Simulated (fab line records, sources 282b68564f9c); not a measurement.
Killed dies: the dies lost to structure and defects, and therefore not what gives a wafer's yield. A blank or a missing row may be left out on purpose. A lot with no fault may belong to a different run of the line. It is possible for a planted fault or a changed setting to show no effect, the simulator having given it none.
The tool behind it: which one? || flow rit_cmos || Sampling: 14 lots, 42 wafers, 2 of 202 route steps

WHAT THE GAUGES SHOWED, per wafer
RIT_GATE_THK_MEAS_07. Usual: GATE_OXIDE_THK typically reads 3.05 nm, with standard deviation 0.067.
{"lot": "L425", "measured": "day 2 19:21", "on": "film_metro-03", "GATE_OXIDE_THK (nm)": "3.09 3.05 3.07", "flag": ""}
{"lot": "L427", "measured": "day 3 00:39", "on": "film_metro-04", "GATE_OXIDE_THK (nm)": "3.03 3.04 2.99", "flag": ""}
{"lot": "L428", "measured": "day 3 09:32", "on": "film_metro-03", "GATE_OXIDE_THK (nm)": "3.09 3.02 3.00", "flag": ""}
{"lot": "L429", "measured": "day 3 11:23", "on": "film_metro-01", "GATE_OXIDE_THK (nm)": "3.06 3.08 3.04", "flag": ""}
{"lot": "L430", "measured": "day 3 16:07", "on": "film_metro-04", "GATE_OXIDE_THK (nm)": "3.04 3.14 3.09", "flag": ""}
{"lot": "L432", "measured": "day 3 22:11", "on": "film_metro-01", "GATE_OXIDE_THK (nm)": "3.05 2.98 2.99", "flag": ""}
{"lot": "L433", "measured": "day 4 05:47", "on": "film_metro-01", "GATE_OXIDE_THK (nm)": "3.05 3.07 3.04", "flag": ""}
{"lot": "L434", "measured": "day 4 17:10", "on": "film_metro-04", "GATE_OXIDE_THK (nm)": "2.95 3.04 2.98", "flag": ""}
{"lot": "L435", "measured": "day 4 23:41", "on": "film_metro-01", "GATE_OXIDE_THK (nm)": "2.94 2.99 2.97", "flag": ""}
{"lot": "L436", "measured": "day 5 02:31", "on": "film_metro-03", "GATE_OXIDE_THK (nm)": "2.99 2.93 3.02", "flag": ""}
{"lot": "L437", "measured": "day 5 12:07", "on": "film_metro-01", "GATE_OXIDE_THK (nm)": "3.02 3.03 3.00", "flag": ""}
{"lot": "L442", "measured": "day 6 14:50", "on": "film_metro-01", "GATE_OXIDE_THK (nm)": "3.00 2.96 2.85", "flag": ""}
{"lot": "L446", "measured": "day 7 02:13", "on": "film_metro-03", "GATE_OXIDE_THK (nm)": "2.48 2.48 2.53", "flag": "OFF"}
{"lot": "L447", "measured": "day 7 07:32", "on": "film_metro-04", "GATE_OXIDE_THK (nm)": "2.64 2.57 2.55", "flag": "OFF"}

TOOL THAT RAN EACH LOT (tool first, then ch and the chambers of the sampled wafers, then the start)
{"lot": "L425", "RIT_GATE_OXIDATION_05": "furnace-04 ch 0, day 2 16:19"}
{"lot": "L427", "RIT_GATE_OXIDATION_05": "furnace-01 ch 0, day 2 23:11"}
{"lot": "L428", "RIT_GATE_OXIDATION_05": "furnace-04 ch 0, day 3 07:03"}
{"lot": "L429", "RIT_GATE_OXIDATION_05": "furnace-04 ch 0, day 3 10:04"}
{"lot": "L430", "RIT_GATE_OXIDATION_05": "furnace-03 ch 0, day 3 14:17"}
{"lot": "L432", "RIT_GATE_OXIDATION_05": "furnace-03 ch 0, day 3 20:51"}
{"lot": "L433", "RIT_GATE_OXIDATION_05": "furnace-03 ch 0, day 4 02:02"}
{"lot": "L434", "RIT_GATE_OXIDATION_05": "furnace-03 ch 0, day 4 10:51"}
{"lot": "L435", "RIT_GATE_OXIDATION_05": "furnace-03 ch 0, day 4 19:05"}
{"lot": "L436", "RIT_GATE_OXIDATION_05": "furnace-01 ch 0, day 5 01:11"}
{"lot": "L437", "RIT_GATE_OXIDATION_05": "furnace-01 ch 0, day 5 07:37"}
{"lot": "L442", "RIT_GATE_OXIDATION_05": "furnace-04 ch 0, day 6 11:10"}
{"lot": "L446", "RIT_GATE_OXIDATION_05": "furnace-03 ch 0, day 6 22:50"}
{"lot": "L447", "RIT_GATE_OXIDATION_05": "furnace-03 ch 0, day 7 05:47"}
- RIT_GATE_OXIDATION_05: target thk 3 nm, ox time 270 s.

WHAT THE TOOLS THEMSELVES READ (means of the sampled wafers that have a number; where no wafer has one, the mark that the record gives instead)
RIT_GATE_OXIDATION_05. Usual: spike_tc_centre_C 902.6 C, standard deviation 1.3; spike_tc_load_C 927.0 C, standard deviation 1.3; spike_tc_source_C 922.8 C, standard deviation 1.2; zone_power_load_pct 29.2 %, standard deviation 1.1.
{"lot": "L425", "tool": "furnace-04", "spike_tc_centre_C (C)": 902.6, "spike_tc_load_C (C)": 925.5, "spike_tc_source_C (C)": 922.6, "zone_power_load_pct (%)": 30.4, "flag": ""}
{"lot": "L427", "tool": "furnace-01", "spike_tc_centre_C (C)": 901.7, "spike_tc_load_C (C)": 927.4, "spike_tc_source_C (C)": 924.1, "zone_power_load_pct (%)": 30.0, "flag": ""}
{"lot": "L428", "tool": "furnace-04", "spike_tc_centre_C (C)": 902.7, "spike_tc_load_C (C)": 925.7, "spike_tc_source_C (C)": 921.7, "zone_power_load_pct (%)": 30.4, "flag": ""}
{"lot": "L429", "tool": "furnace-04", "spike_tc_centre_C (C)": 901.8, "spike_tc_load_C (C)": 925.8, "spike_tc_source_C (C)": 922.0, "zone_power_load_pct (%)": 30.6, "flag": ""}
{"lot": "L430", "tool": "furnace-03", "spike_tc_centre_C (C)": 902.7, "spike_tc_load_C (C)": 926.7, "spike_tc_source_C (C)": 922.8, "zone_power_load_pct (%)": 27.8, "flag": ""}
{"lot": "L432", "tool": "furnace-03", "spike_tc_centre_C (C)": 903.8, "spike_tc_load_C (C)": 927.7, "spike_tc_source_C (C)": 922.4, "zone_power_load_pct (%)": 28.2, "flag": ""}
{"lot": "L433", "tool": "furnace-03", "spike_tc_centre_C (C)": 903.7, "spike_tc_load_C (C)": 927.6, "spike_tc_source_C (C)": 921.3, "zone_power_load_pct (%)": 28.2, "flag": ""}
{"lot": "L434", "tool": "furnace-03", "spike_tc_centre_C (C)": 903.3, "spike_tc_load_C (C)": 927.6, "spike_tc_source_C (C)": 922.6, "zone_power_load_pct (%)": 28.1, "flag": ""}
{"lot": "L435", "tool": "furnace-03", "spike_tc_centre_C (C)": 903.5, "spike_tc_load_C (C)": 927.5, "spike_tc_source_C (C)": 923.4, "zone_power_load_pct (%)": 28.1, "flag": ""}
{"lot": "L436", "tool": "furnace-01", "spike_tc_centre_C (C)": 901.8, "spike_tc_load_C (C)": 926.4, "spike_tc_source_C (C)": 924.3, "zone_power_load_pct (%)": 29.7, "flag": ""}
{"lot": "L437", "tool": "furnace-01", "spike_tc_centre_C (C)": 901.5, "spike_tc_load_C (C)": 927.0, "spike_tc_source_C (C)": 924.5, "zone_power_load_pct (%)": 29.8, "flag": ""}
{"lot": "L442", "tool": "furnace-04", "spike_tc_centre_C (C)": 902.1, "spike_tc_load_C (C)": 925.6, "spike_tc_source_C (C)": 923.0, "zone_power_load_pct (%)": 30.4, "flag": ""}
{"lot": "L446", "tool": "furnace-03", "spike_tc_centre_C (C)": 886.8, "spike_tc_load_C (C)": 912.1, "spike_tc_source_C (C)": 906.8, "zone_power_load_pct (%)": 27.1, "flag": "OFF"}
{"lot": "L447", "tool": "furnace-03", "spike_tc_centre_C (C)": 887.4, "spike_tc_load_C (C)": 911.6, "spike_tc_source_C (C)": 905.8, "zone_power_load_pct (%)": 26.7, "flag": "OFF"}

THE ANSWER, worked out from the rows above alone
Rule: take the mean of a lot's wafers that have a number; if it is more than 3 standard deviations from the usual mean, the lot is off. Also off: a lot with no number at a reading for which 4 or more lots have one. Any other lot the step has rows for is counted as sound. First the gauges in route order, then the tools' own readings, where a lot's mean is used as printed above. The first step at which some lot is off is used, and at that step the reading that is off furthest; a lot without a number counts as furthest.
Off: L446, L447, seen at RIT_GATE_THK_MEAS_07 (GATE_OXIDE_THK).
If a tool, at a process step before that reading, ran all the lots that are off and no sound lot after the first of them, it fits. The gauges at RIT_GATE_THK_MEAS_07 aren't tried: what is off there is off at RIT_GATE_OXIDATION_05 too, on other tools, and a gauge's error can't cause that. One candidate fits, namely furnace-03 at RIT_GATE_OXIDATION_05. Its last sound lot is L435 (day 4 19:05), its first lot that is off L446 (day 6 22:50): a fault that began between those two fits.
The tool's own readings at RIT_GATE_OXIDATION_05 bear it out: on the lots that are off they differ by more than 5 times the standard deviation of the sound lots' means. spike_tc_centre_C reads 887.1 C there against 902.6 C on the sound lots; spike_tc_load_C reads 911.9 C there against 926.7 C on the sound lots; spike_tc_source_C reads 906.3 C there against 922.9 C on the sound lots.

WHAT HAD BEEN PUT IN BY THE SIMULATOR
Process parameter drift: furnace-03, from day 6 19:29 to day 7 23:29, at RIT_GATE_OXIDATION_05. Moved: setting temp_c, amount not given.
Shown lots that were struck: L446, L447. The rule above found the same.
